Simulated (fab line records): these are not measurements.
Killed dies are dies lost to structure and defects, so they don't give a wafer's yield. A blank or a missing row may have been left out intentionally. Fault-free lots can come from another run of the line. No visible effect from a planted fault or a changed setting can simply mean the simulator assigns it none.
Lot-split experiment || flow rit cmos || 5 lots, 23 wafers read, on a route of 202 steps

SPLIT DETAILS
At RIT_ACTIVE_CVD_03 (deposits Si3N4 from SiH2Cl2/NH3, target thk 150 nm, time 1500 s), the setting nh3 flow sccm was moved away from the recipe's 150 sccm on 15 of the 23 wafers read, by -6.5% to +3.9%. This setting was run at the recipe's value on the other wafers.

FROM THE SPLIT TO THE READING: what the file shows between them, 7 steps
- RIT_ACTIVE_CLEAN_16: cleans in dHF, time 30 s (also split here: time s)
- RIT_ACTIVE_CLEAN_17: cleans in SC2, time 600 s
- RIT_FOX1_OXIDATION_00: target thk 350.7 nm, ox time 1130 s
- RIT_FOX2_OXIDATION_00: target thk 350.7 nm, ox time 1130 s (also split here: ox time s)
- RIT_FOX2_THK_MEAS_01
- RIT_FOX2_CLEAN_02: cleans in dHF, time 180 s
- RIT_FOX2_WET_ETCH_03: etches Si3N4 in H3PO4, target depth 195 nm, time 2700 s

THE READING
FIELD_OXIDE_LEFT_1_THK (nm), taken at RIT_FOX2_THK_MEAS_90. A value of 322 nm with a standard deviation of 5.9 nm is what fault-free wafers of this fab line usually give.

{"wafer": "L074.1", "tool, chamber at the split": "-, -", "nh3 flow sccm as run, sccm": 150, "against the recipe": "recipe", "FIELD_OXIDE_LEFT_1_THK, nm": 322, "against lot-mates on the recipe": "-"}
{"wafer": "L074.2", "tool, chamber at the split": "-, -", "nh3 flow sccm as run, sccm": 150, "against the recipe": "recipe", "FIELD_OXIDE_LEFT_1_THK, nm": 324, "against lot-mates on the recipe": "-"}
{"wafer": "L074.3", "tool, chamber at the split": "-, -", "nh3 flow sccm as run, sccm": 150, "against the recipe": "recipe", "FIELD_OXIDE_LEFT_1_THK, nm": 315, "against lot-mates on the recipe": "-"}
{"wafer": "L074.4", "tool, chamber at the split": "-, -", "nh3 flow sccm as run, sccm": 150, "against the recipe": "recipe", "FIELD_OXIDE_LEFT_1_THK, nm": 314, "against lot-mates on the recipe": "-"}
{"wafer": "L074.5", "tool, chamber at the split": "-, -", "nh3 flow sccm as run, sccm": 150, "against the recipe": "recipe", "FIELD_OXIDE_LEFT_1_THK, nm": 326, "against lot-mates on the recipe": "-"}
{"wafer": "L075.1", "tool, chamber at the split": "-, -", "nh3 flow sccm as run, sccm": 140.2, "against the recipe": "-6.5%", "FIELD_OXIDE_LEFT_1_THK, nm": 346, "against lot-mates on the recipe": "no lot-mate on the recipe"}
{"wafer": "L075.2", "tool, chamber at the split": "-, -", "nh3 flow sccm as run, sccm": 140.2, "against the recipe": "-6.5%", "FIELD_OXIDE_LEFT_1_THK, nm": 343, "against lot-mates on the recipe": "no lot-mate on the recipe"}
{"wafer": "L075.3", "tool, chamber at the split": "-, -", "nh3 flow sccm as run, sccm": 140.2, "against the recipe": "-6.5%", "FIELD_OXIDE_LEFT_1_THK, nm": 341, "against lot-mates on the recipe": "no lot-mate on the recipe"}
{"wafer": "L075.4", "tool, chamber at the split": "-, -", "nh3 flow sccm as run, sccm": 140.2, "against the recipe": "-6.5%", "FIELD_OXIDE_LEFT_1_THK, nm": 339, "against lot-mates on the recipe": "no lot-mate on the recipe"}
{"wafer": "L075.6", "tool, chamber at the split": "-, -", "nh3 flow sccm as run, sccm": 140.2, "against the recipe": "-6.5%", "FIELD_OXIDE_LEFT_1_THK, nm": 343, "against lot-mates on the recipe": "no lot-mate on the recipe"}
{"wafer": "L078.1", "tool, chamber at the split": "-, -", "nh3 flow sccm as run, sccm": 142.9, "against the recipe": "-4.7%", "FIELD_OXIDE_LEFT_1_THK, nm": 341, "against lot-mates on the recipe": "no lot-mate on the recipe"}
{"wafer": "L078.2", "tool, chamber at the split": "-, -", "nh3 flow sccm as run, sccm": 142.9, "against the recipe": "-4.7%", "FIELD_OXIDE_LEFT_1_THK, nm": 343, "against lot-mates on the recipe": "no lot-mate on the recipe"}
{"wafer": "L078.4", "tool, chamber at the split": "-, -", "nh3 flow sccm as run, sccm": 142.9, "against the recipe": "-4.7%", "FIELD_OXIDE_LEFT_1_THK, nm": 344, "against lot-mates on the recipe": "no lot-mate on the recipe"}
{"wafer": "L078.5", "tool, chamber at the split": "-, -", "nh3 flow sccm as run, sccm": 142.9, "against the recipe": "-4.7%", "FIELD_OXIDE_LEFT_1_THK, nm": 344, "against lot-mates on the recipe": "no lot-mate on the recipe"}
{"wafer": "L078.6", "tool, chamber at the split": "-, -", "nh3 flow sccm as run, sccm": 142.9, "against the recipe": "-4.7%", "FIELD_OXIDE_LEFT_1_THK, nm": 351, "against lot-mates on the recipe": "no lot-mate on the recipe"}
{"wafer": "L080.1", "tool, chamber at the split": "-, -", "nh3 flow sccm as run, sccm": 155.8, "against the recipe": "+3.9%", "FIELD_OXIDE_LEFT_1_THK, nm": 291, "against lot-mates on the recipe": "no lot-mate on the recipe"}
{"wafer": "L080.2", "tool, chamber at the split": "-, -", "nh3 flow sccm as run, sccm": 155.8, "against the recipe": "+3.9%", "FIELD_OXIDE_LEFT_1_THK, nm": 296, "against lot-mates on the recipe": "no lot-mate on the recipe"}
{"wafer": "L080.3", "tool, chamber at the split": "-, -", "nh3 flow sccm as run, sccm": 155.8, "against the recipe": "+3.9%", "FIELD_OXIDE_LEFT_1_THK, nm": 301, "against lot-mates on the recipe": "no lot-mate on the recipe"}
{"wafer": "L080.5", "tool, chamber at the split": "-, -", "nh3 flow sccm as run, sccm": 155.8, "against the recipe": "+3.9%", "FIELD_OXIDE_LEFT_1_THK, nm": 294, "against lot-mates on the recipe": "no lot-mate on the recipe"}
{"wafer": "L080.6", "tool, chamber at the split": "-, -", "nh3 flow sccm as run, sccm": 155.8, "against the recipe": "+3.9%", "FIELD_OXIDE_LEFT_1_THK, nm": 294, "against lot-mates on the recipe": "no lot-mate on the recipe"}
{"wafer": "L083.3", "tool, chamber at the split": "lpcvd-02, 0", "nh3 flow sccm as run, sccm": 150, "against the recipe": "recipe", "FIELD_OXIDE_LEFT_1_THK, nm": 319, "against lot-mates on the recipe": "-"}
{"wafer": "L083.4", "tool, chamber at the split": "lpcvd-02, 0", "nh3 flow sccm as run, sccm": 150, "against the recipe": "recipe", "FIELD_OXIDE_LEFT_1_THK, nm": 318, "against lot-mates on the recipe": "-"}
{"wafer": "L083.6", "tool, chamber at the split": "lpcvd-02, 0", "nh3 flow sccm as run, sccm": 150, "against the recipe": "recipe", "FIELD_OXIDE_LEFT_1_THK, nm": 320, "against lot-mates on the recipe": "-"}

THE FIT
A straight line over all 23 wafers: FIELD_OXIDE_LEFT_1_THK changes by -4.75 nm for each +1% of nh3 flow sccm; r = -0.96; the points scatter about the line by 5.6 nm.
Too few moved wafers have a lot-mate on the recipe to fit a line with each lot's own level taken away.

THE WHOLE CHAIN: every reading that the file lists as answering this split, in the file's order
{"step": "RIT_FOX1_OXIDATION_00", "what it does": "target thk 350.7 nm, ox time 1130 s", "reading": "Si3N4_of_ACTIVE_CVD_03.thk nm (the simulator's own value, which no gauge read)", "change (the file's fit)": "+1.11 nm for each +1% of the setting", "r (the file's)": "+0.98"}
{"step": "RIT_FOX2_THK_MEAS_01", "what it does": "", "reading": "FOX2_OXIDE_THK", "change (the file's fit)": "-4.78 for each +1% of the setting", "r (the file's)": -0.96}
{"step": "RIT_FOX2_WET_ETCH_03", "what it does": "etches Si3N4 in H3PO4, target depth 195 nm, time 2700 s", "reading": "SiO2_of_FOX2_OXIDATION_00.thk nm (the simulator's own value, which no gauge read)", "change (the file's fit)": "-4.74 nm for each +1% of the setting", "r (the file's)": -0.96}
{"step": "RIT_FOX2_THK_MEAS_90", "what it does": "", "reading": "FIELD_OXIDE_LEFT_1_THK", "change (the file's fit)": "-4.75 for each +1% of the setting", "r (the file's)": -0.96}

FILE'S OWN FIT
FIELD_OXIDE_LEFT_1_THK changes by -4.75 nm for each +1% of nh3 flow sccm, r = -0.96.
